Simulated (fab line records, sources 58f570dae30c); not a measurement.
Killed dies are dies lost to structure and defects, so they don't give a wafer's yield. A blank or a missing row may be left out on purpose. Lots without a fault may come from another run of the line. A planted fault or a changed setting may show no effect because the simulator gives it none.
One fault seen from 2 desks | flow berkeley_cmos170 | each desk has only its own numbers; what lay behind them comes last

THE METROLOGY DESK
What the gauges read, lot by lot, whatever tool the lot ran on: means of the sampled wafers that have a number. A lot is out of limits, marked OUT, if its mean lies more than 4 standard deviations from the usual mean; the brackets give that distance.
Columns: A = NWELL_TW at UCB170_NWELL_TW_MEAS_16, usual 1247; B = cd_nm at UCB170_M1_CD_MEAS_90, usual 699.9 nm
lot  | first seen here | A              | B
L417 | day 2 18:12     | 1242           | 699.8
L418 | day 2 18:14     | 1252           | 700.7
L419 | day 3 00:20     | 1241           | 701.4
L421 | day 3 05:37     | 1243           | 700.4
L423 | day 3 09:55     | 1142 (-11) OUT | 701.5
L425 | day 3 22:39     | 1141 (-11) OUT | 698.0
L434 | day 5 18:30     | 1245           | 701.0
L432 | day 5 19:02     | 1239           | 701.6
L435 | day 6 06:24     | 1241           | 696.0
L436 | day 6 09:49     | 1248           | 703.5
L437 | day 6 10:06     | 1240           | 698.6
L438 | day 6 16:34     | 1241           | 700.2
L439 | day 6 17:57     | 1263           | 699.4
L440 | day 6 23:56     | 1265           | 702.4
This desk's finding: out of limits on L423, L425; first on L423, day 3 09:55 (NWELL_TW at UCB170_NWELL_TW_MEAS_16). In limits: L417, L418, L419, L421, L434, L432, L435, L436, L437, L438, L439, L440.

THE TOOL OWNER'S DESK: implanter-04
The tool's own readings at UCB170_NWELL_IMPLANT_14: means of the sampled wafers that have a number, for each lot that ran on this tool. A lot is out of limits, marked OUT, if its mean lies more than 4 standard deviations from the usual mean; the brackets give that distance.
Columns: A = beam_energy_keV at UCB170_NWELL_IMPLANT_14, usual 150.01; B = beam_on_s at UCB170_NWELL_IMPLANT_14, usual 9.98 s; C = faraday_current_uA at UCB170_NWELL_IMPLANT_14, usual 31.8
lot  | first seen here | A      | B              | C
L418 | day 2 17:59     | 149.99 | 9.84           | 32.3
L423 | day 3 09:40     | 150.05 | 7.86 (-11) OUT | 40.3 (+14) OUT
L425 | day 3 22:25     | 150.00 | 7.81 (-11) OUT | 40.6 (+14) OUT
L437 | day 6 09:53     | 149.94 | 9.99           | 31.9
L439 | day 6 17:44     | 149.99 | 10.03          | 31.6
L440 | day 6 23:41     | 150.03 | 9.85           | 32.2
This desk's finding: out of limits on L423, L425; first on L423, day 3 09:40 (beam_on_s at UCB170_NWELL_IMPLANT_14). In limits: L418, L437, L439, L440.

PUT TOGETHER
The tool owner's desk could have raised an alarm at day 3 09:40, on L423, L425.
The metrology desk could have raised an alarm at day 3 09:55, on L423, L425.
Of the lots named, all ran UCB170_NWELL_IMPLANT_14 on implanter-04.

WHAT THE SIMULATOR HAD PUT IN
Process parameter drift: implanter-04, from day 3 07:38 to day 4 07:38, at UCB170_NWELL_IMPLANT_14. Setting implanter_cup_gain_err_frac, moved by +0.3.
Lots struck among those shown: L423, L425.
Hours from the fault's start to each desk's first reading out of limits: the tool owner's desk, 2; the metrology desk, 2.
